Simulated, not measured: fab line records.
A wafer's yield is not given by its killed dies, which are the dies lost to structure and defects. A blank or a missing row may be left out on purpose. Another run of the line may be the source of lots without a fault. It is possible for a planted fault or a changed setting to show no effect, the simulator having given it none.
What tool caused it? / flow berkeley-cmos170 / 14 lots, 42 wafers sampled, at 6 steps of a route of 331

== WHAT THE GAUGES SHOWED, per wafer ==
UCB170_NLDD_TW_MEAS_11.
lot=L126; measured=day 6 19:50; on=film-metro-03; NLDD_TW=2180 2175 2170
lot=L125; measured=day 6 20:04; on=film-metro-04; NLDD_TW=2209 2206 2209
lot=L127; measured=day 7 19:20; on=film-metro-04; NLDD_TW=2189 2195 2187
lot=L129; measured=day 8 00:08; on=film-metro-04; NLDD_TW=2207 2204 2204
lot=L130; measured=day 8 00:34; on=film-metro-04; NLDD_TW=2199 2196 2200
lot=L133; measured=day 8 21:34; on=film-metro-04; NLDD_TW=2206 2205 2204
lot=L136; measured=day 9 02:25; on=film-metro-03; NLDD_TW=2283 2294 2294
lot=L138; measured=day 10 02:58; on=film-metro-04; NLDD_TW=2311 2302 2300
lot=L143; measured=day 10 09:17; on=film-metro-03; NLDD_TW=2181 2164 2182
lot=L142; measured=day 10 10:28; on=film-metro-03; NLDD_TW=2167 2177 2176
lot=L140; measured=day 10 10:43; on=film-metro-01; NLDD_TW=2242 2246 2244
lot=L144; measured=day 11 07:41; on=film-metro-04; NLDD_TW=2200 2192 2205
lot=L147; measured=day 11 15:05; on=film-metro-04; NLDD_TW=2209 2200 2198
lot=L146; measured=day 11 15:29; on=film-metro-04; NLDD_TW=2192 2207 2191

UCB170_SDANNEAL_RS_MEAS_05: the measuring method here is four-point-probe.
lot=L126; measured=day 7 07:53; on=film-metro-04; NLDD_RS (ohm/sq)=616.0 616.5 616.8
lot=L125; measured=day 7 07:29; on=film-metro-01; NLDD_RS (ohm/sq)=615.6 615.0 615.6
lot=L127; measured=day 8 06:25; on=film-metro-03; NLDD_RS (ohm/sq)=616.2 617.4 617.4
lot=L129; measured=day 8 11:56; on=film-metro-04; NLDD_RS (ohm/sq)=617.8 616.4 618.3
lot=L130; measured=day 8 12:23; on=film-metro-04; NLDD_RS (ohm/sq)=617.9 617.8 617.3
lot=L133; measured=day 9 08:46; on=film-metro-03; NLDD_RS (ohm/sq)=616.7 616.9 616.7
lot=L136; measured=day 9 12:34; on=film-metro-01; NLDD_RS (ohm/sq)=538.4 539.3 537.1
lot=L138; measured=day 10 17:05; on=film-metro-03; NLDD_RS (ohm/sq)=537.1 537.7 537.3
lot=L143; measured=day 10 20:59; on=film-metro-01; NLDD_RS (ohm/sq)=613.4 614.6 613.1
lot=L142; measured=day 10 21:44; on=film-metro-01; NLDD_RS (ohm/sq)=614.4 615.5 614.9
lot=L140; measured=day 10 21:22; on=film-metro-03; NLDD_RS (ohm/sq)=616.0 615.5 617.0
lot=L144; measured=day 11 19:23; on=film-metro-03; NLDD_RS (ohm/sq)=618.4 619.0 616.8
lot=L147; measured=day 12 01:23; on=film-metro-04; NLDD_RS (ohm/sq)=618.0 616.1 618.3
lot=L146; measured=day 12 01:38; on=film-metro-03; NLDD_RS (ohm/sq)=615.4 615.6 616.6

UCB170_V1_BOW_MEAS_03.
lot=L126; measured=day 7 18:14; on=film-metro-01; V1_BOW (um)=21 31 17
lot=L125; measured=day 7 16:23; on=film-metro-02; V1_BOW (um)=17 21 26
lot=L127; measured=day 8 16:10; on=film-metro-01; V1_BOW (um)=8 14 15
lot=L129; measured=day 8 22:23; on=film-metro-01; V1_BOW (um)=29 28 13
lot=L130; measured=day 8 23:35; on=film-metro-02; V1_BOW (um)=31 23 22
lot=L133; measured=day 9 19:35; on=film-metro-03; V1_BOW (um)=11 8 18
lot=L136; measured=day 10 02:47; on=film-metro-03; V1_BOW (um)=7 5 12
lot=L138; measured=day 11 02:40; on=film-metro-02; V1_BOW (um)=11 21 27
lot=L143; measured=day 11 09:08; on=film-metro-03; V1_BOW (um)=20 21 20
lot=L142; measured=day 11 10:29; on=film-metro-01; V1_BOW (um)=19 7 26
lot=L140; measured=day 11 10:46; on=film-metro-03; V1_BOW (um)=18 21 23
lot=L144; measured=day 12 04:48; on=film-metro-01; V1_BOW (um)=11 18 17
lot=L147; measured=day 12 10:32; on=film-metro-01; V1_BOW (um)=13 20 24
lot=L146; measured=day 12 11:52; on=film-metro-01; V1_BOW (um)=10 13 30

UCB170_V2_CD_MEAS_90: target cd 700 nm.
lot=L126; measured=day 8 04:13; on=cd-sem-02; cd-nm (nm)=698.7 700.9 698.6
lot=L125; measured=day 8 00:50; on=cd-sem-01; cd-nm (nm)=699.6 698.2 701.2
lot=L127; measured=day 9 01:04; on=cd-sem-01; cd-nm (nm)=701.2 700.8 699.6
lot=L129; measured=day 9 07:17; on=cd-sem-02; cd-nm (nm)=701.1 699.6 700.6
lot=L130; measured=day 9 09:33; on=cd-sem-02; cd-nm (nm)=700.0 701.9 700.4
lot=L133; measured=day 10 06:16; on=cd-sem-01; cd-nm (nm)=701.5 700.8 702.2
lot=L136; measured=day 10 17:52; on=cd-sem-01; cd-nm (nm)=700.5 701.7 701.0
lot=L138; measured=day 11 15:56; on=cd-sem-01; cd-nm (nm)=701.7 702.8 702.2
lot=L143; measured=day 11 17:52; on=cd-sem-01; cd-nm (nm)=704.2 701.2 702.1
lot=L142; measured=day 11 18:52; on=cd-sem-02; cd-nm (nm)=700.9 700.4 700.7
lot=L140; measured=day 11 19:31; on=cd-sem-01; cd-nm (nm)=700.2 699.4 699.3
lot=L144; measured=day 12 11:51; on=cd-sem-02; cd-nm (nm)=701.5 701.0 701.3
lot=L147; measured=day 12 19:16; on=cd-sem-01; cd-nm (nm)=702.7 701.8 701.4
lot=L146; measured=day 12 20:25; on=cd-sem-02; cd-nm (nm)=702.6 701.6 702.2

== WHICH TOOL RAN EACH LOT (tool, then ch and the chambers of the sampled wafers, then the start) ==
lot=L126; UCB170_NLDD_IMPLANT_09=implanter-01 ch 0, day 6 19:35; UCB170_M1_STRIP_13=plasma-asher-02 ch 0,1, day 7 16:10
lot=L125; UCB170_NLDD_IMPLANT_09=implanter-04 ch 0, day 6 19:47; UCB170_M1_STRIP_13=plasma-asher-04 ch 0,1, day 7 14:19
lot=L127; UCB170_NLDD_IMPLANT_09=implanter-02 ch 0, day 7 19:05; UCB170_M1_STRIP_13=plasma-asher-04 ch 0,1, day 8 12:59
lot=L129; UCB170_NLDD_IMPLANT_09=implanter-04 ch 0, day 7 23:55; UCB170_M1_STRIP_13=plasma-asher-02 ch 0,1, day 8 20:13
lot=L130; UCB170_NLDD_IMPLANT_09=implanter-02 ch 0, day 8 00:19; UCB170_M1_STRIP_13=plasma-asher-02 ch 0,1, day 8 20:55
lot=L133; UCB170_NLDD_IMPLANT_09=implanter-04 ch 0, day 8 21:22; UCB170_M1_STRIP_13=plasma-asher-04 ch 0,1, day 9 16:50
lot=L136; UCB170_NLDD_IMPLANT_09=implanter-02 ch 0, day 9 02:11; UCB170_M1_STRIP_13=plasma-asher-01 ch 0,1, day 10 00:41
lot=L138; UCB170_NLDD_IMPLANT_09=implanter-02 ch 0, day 10 02:43; UCB170_M1_STRIP_13=plasma-asher-01 ch 0,1, day 10 23:46
lot=L143; UCB170_NLDD_IMPLANT_09=implanter-04 ch 0, day 10 09:02; UCB170_M1_STRIP_13=plasma-asher-04 ch 0,1, day 11 07:04
lot=L142; UCB170_NLDD_IMPLANT_09=implanter-01 ch 0, day 10 10:13; UCB170_M1_STRIP_13=plasma-asher-02 ch 0,1, day 11 07:37
lot=L140; UCB170_NLDD_IMPLANT_09=implanter-04 ch 0, day 10 10:28; UCB170_M1_STRIP_13=plasma-asher-01 ch 0,1, day 11 08:19
lot=L144; UCB170_NLDD_IMPLANT_09=implanter-01 ch 0, day 11 07:27; UCB170_M1_STRIP_13=plasma-asher-01 ch 0,1, day 12 02:07
lot=L147; UCB170_NLDD_IMPLANT_09=implanter-01 ch 0, day 11 14:50; UCB170_M1_STRIP_13=plasma-asher-02 ch 0,1, day 12 08:28
lot=L146; UCB170_NLDD_IMPLANT_09=implanter-04 ch 0, day 11 15:14; UCB170_M1_STRIP_13=plasma-asher-04 ch 0,1, day 12 09:02
- UCB170_NLDD_IMPLANT_09
- UCB170_M1_STRIP_13: strips in O2.

== WHAT THE TOOLS THEMSELVES READ (means of the sampled wafers that have a number; where no wafer has one, the mark that the record gives instead) ==
UCB170_NLDD_IMPLANT_09.
lot=L126 tool=implanter-01 dose-ions-cm2=5.002e+13 faraday-current-uA=158
lot=L125 tool=implanter-04 dose-ions-cm2=4.995e+13 faraday-current-uA=162
lot=L127 tool=implanter-02 dose-ions-cm2=4.994e+13 faraday-current-uA=162
lot=L129 tool=implanter-04 dose-ions-cm2=4.997e+13 faraday-current-uA=160
lot=L130 tool=implanter-02 dose-ions-cm2=4.998e+13 faraday-current-uA=158
lot=L133 tool=implanter-04 dose-ions-cm2=5.007e+13 faraday-current-uA=162
lot=L136 tool=implanter-02 dose-ions-cm2=7.252e+13 faraday-current-uA=229
lot=L138 tool=implanter-02 dose-ions-cm2=7.253e+13 faraday-current-uA=225
lot=L143 tool=implanter-04 dose-ions-cm2=5.008e+13 faraday-current-uA=160
lot=L142 tool=implanter-01 dose-ions-cm2=4.996e+13 faraday-current-uA=153
lot=L140 tool=implanter-04 dose-ions-cm2=5.004e+13 faraday-current-uA=161
lot=L144 tool=implanter-01 dose-ions-cm2=4.995e+13 faraday-current-uA=159
lot=L147 tool=implanter-01 dose-ions-cm2=5.003e+13 faraday-current-uA=157
lot=L146 tool=implanter-04 dose-ions-cm2=4.996e+13 faraday-current-uA=160

UCB170_M1_STRIP_13.
lot=L126; tool=plasma-asher-02; drypump-motor-current-A (A)=6.0; oes-product-au (a.u.)=0.717
lot=L125; tool=plasma-asher-04; drypump-motor-current-A (A)=6.1; oes-product-au (a.u.)=0.723
lot=L127; tool=plasma-asher-04; drypump-motor-current-A (A)=5.6; oes-product-au (a.u.)=0.720
lot=L129; tool=plasma-asher-02; drypump-motor-current-A (A)=6.1; oes-product-au (a.u.)=0.723
lot=L130; tool=plasma-asher-02; drypump-motor-current-A (A)=6.1; oes-product-au (a.u.)=0.722
lot=L133; tool=plasma-asher-04; drypump-motor-current-A (A)=6.1; oes-product-au (a.u.)=0.722
lot=L136; tool=plasma-asher-01; drypump-motor-current-A (A)=5.5; oes-product-au (a.u.)=0.713
lot=L138; tool=plasma-asher-01; drypump-motor-current-A (A)=5.5; oes-product-au (a.u.)=0.729
lot=L143; tool=plasma-asher-04; drypump-motor-current-A (A)=6.1; oes-product-au (a.u.)=0.718
lot=L142; tool=plasma-asher-02; drypump-motor-current-A (A)=6.1; oes-product-au (a.u.)=0.719
lot=L140; tool=plasma-asher-01; drypump-motor-current-A (A)=5.5; oes-product-au (a.u.)=0.720
lot=L144; tool=plasma-asher-01; drypump-motor-current-A (A)=6.0; oes-product-au (a.u.)=0.719
lot=L147; tool=plasma-asher-02; drypump-motor-current-A (A)=6.1; oes-product-au (a.u.)=0.719
lot=L146; tool=plasma-asher-04; drypump-motor-current-A (A)=5.6; oes-product-au (a.u.)=0.723

== THE ANSWER, worked out from the rows above alone ==
Rule: the lots themselves supply what counts as usual. Put in order of their means at a reading, lots are off if they are a third of the lots or fewer, leave a main group of 4 or more, and stand apart from it by a gap of 3 or more times the standard deviation of the main group's means; of several such gaps the widest counts. A main group is skipped when, at the precision printed for the reading in the tables above, its means are all equal. Also off: a lot with no number at a reading for which 4 or more lots have one. The other lots that the step has rows for count as sound. First the gauges in route order, then the tools' own readings, where a lot's mean is used as printed above. At the first step where some lot is off, the reading lying furthest off is the one used; lots without a number count as furthest.
Off: L136, L138, at UCB170_SDANNEAL_RS_MEAS_05 (NLDD_RS). Main group: mean 616.4 ohm/sq, sd 1.2.
A tool fits if, at a process step before that reading, it ran every lot that is off, and no sound lot after the first of them. Not tried: the gauges at UCB170_SDANNEAL_RS_MEAS_05; whatever is off there is also off at UCB170_NLDD_IMPLANT_09, on other tools, and gauge error can't account for it. One candidate fits, namely implanter-02 at UCB170_NLDD_IMPLANT_09. A fault onset in the window from L130 (day 8 00:19, its last sound lot) to L136 (day 9 02:11, its first lot off) fits.
The tool's own readings at UCB170_NLDD_IMPLANT_09 bear it out: on the lots that are off they differ by more than 5 times the standard deviation of the sound lots' means. dose-ions-cm2 reads 7.252e+13 there against 5.000e+13 on the sound lots; faraday-current-uA reads 227 there against 159 on the sound lots.

== WHAT WAS PUT IN BY THE SIMULATOR ==
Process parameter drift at UCB170_NLDD_IMPLANT_09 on implanter-02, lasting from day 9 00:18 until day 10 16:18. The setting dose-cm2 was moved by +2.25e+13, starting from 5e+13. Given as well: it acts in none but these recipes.
Struck lots among those shown: L136, L138. This agrees with what the rule above found.
